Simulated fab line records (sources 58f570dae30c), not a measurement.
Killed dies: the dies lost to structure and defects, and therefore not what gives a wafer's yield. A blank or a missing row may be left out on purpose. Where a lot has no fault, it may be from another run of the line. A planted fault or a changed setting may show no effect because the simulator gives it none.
Matching of chambers / flow berkeleyCmos170 / rieDiel-04 running UCB170_V2_ETCH_14: 4 sister chambers
The step etches SiO2 in CHF3/CF4/Ar, stops on Al, target depth 1250 nm, time 291 s. 7 wafers are shown with their chamber, then 6 later ones without.

## WAFERS PAIRED WITH THEIR CHAMBERS
wafer=L456.3; chamber=2; throttleValvePct (%)=6.98; drypumpMotorCurrentA (A)=6.2
wafer=L462.6; chamber=0; throttleValvePct (%)=6.75; drypumpMotorCurrentA (A)=6.1
wafer=L466.4; chamber=1; throttleValvePct (%)=6.81; drypumpMotorCurrentA (A)=5.8
wafer=L466.5; chamber=3; throttleValvePct (%)=7.14; drypumpMotorCurrentA (A)=6.0
wafer=L469.2; chamber=2; throttleValvePct (%)=6.96; drypumpMotorCurrentA (A)=6.2
wafer=L469.3; chamber=1; throttleValvePct (%)=6.81; drypumpMotorCurrentA (A)=5.8
wafer=L469.5; chamber=0; throttleValvePct (%)=6.75; drypumpMotorCurrentA (A)=6.2

## WAFERS WHOSE CHAMBER IS MISSING
wafer=L479.2; throttleValvePct (%)=6.97; drypumpMotorCurrentA (A)=6.2
wafer=L479.4; throttleValvePct (%)=7.13; drypumpMotorCurrentA (A)=6.0
wafer=L479.6; throttleValvePct (%)=7.14; drypumpMotorCurrentA (A)=6.0
wafer=L478.3; throttleValvePct (%)=6.81; drypumpMotorCurrentA (A)=5.8
wafer=L478.5; throttleValvePct (%)=6.76; drypumpMotorCurrentA (A)=6.1
wafer=L478.6; throttleValvePct (%)=6.81; drypumpMotorCurrentA (A)=5.7

## CHAMBER TAKEN BY EACH
wafer=L479.2; from the rows above=2; in truth=2
wafer=L479.4; from the rows above=3; in truth=3
wafer=L479.6; from the rows above=3; in truth=3
wafer=L478.3; from the rows above=1; in truth=1
wafer=L478.5; from the rows above=0; in truth=0
wafer=L478.6; from the rows above=1; in truth=1
Placed correctly: 6 of 6. Not placeable from these rows: 0. Placed wrongly: 0.
How it was worked out, from the rows above alone: a wafer's distance from a chamber is the root of the sum, over the readings, of the square of ((its reading less the chamber's mean) divided by the reading's scatter). If the next closest chamber is less than 2 further off than the closest, the wafer can't be placed; otherwise it belongs to the closest. The mean given for a chamber averages the wafers shown for that chamber. How the scatter is found: for the shown wafers, subtract from each reading the mean of its chamber, square and add these, divide the total by (wafers less chambers), then take the root.
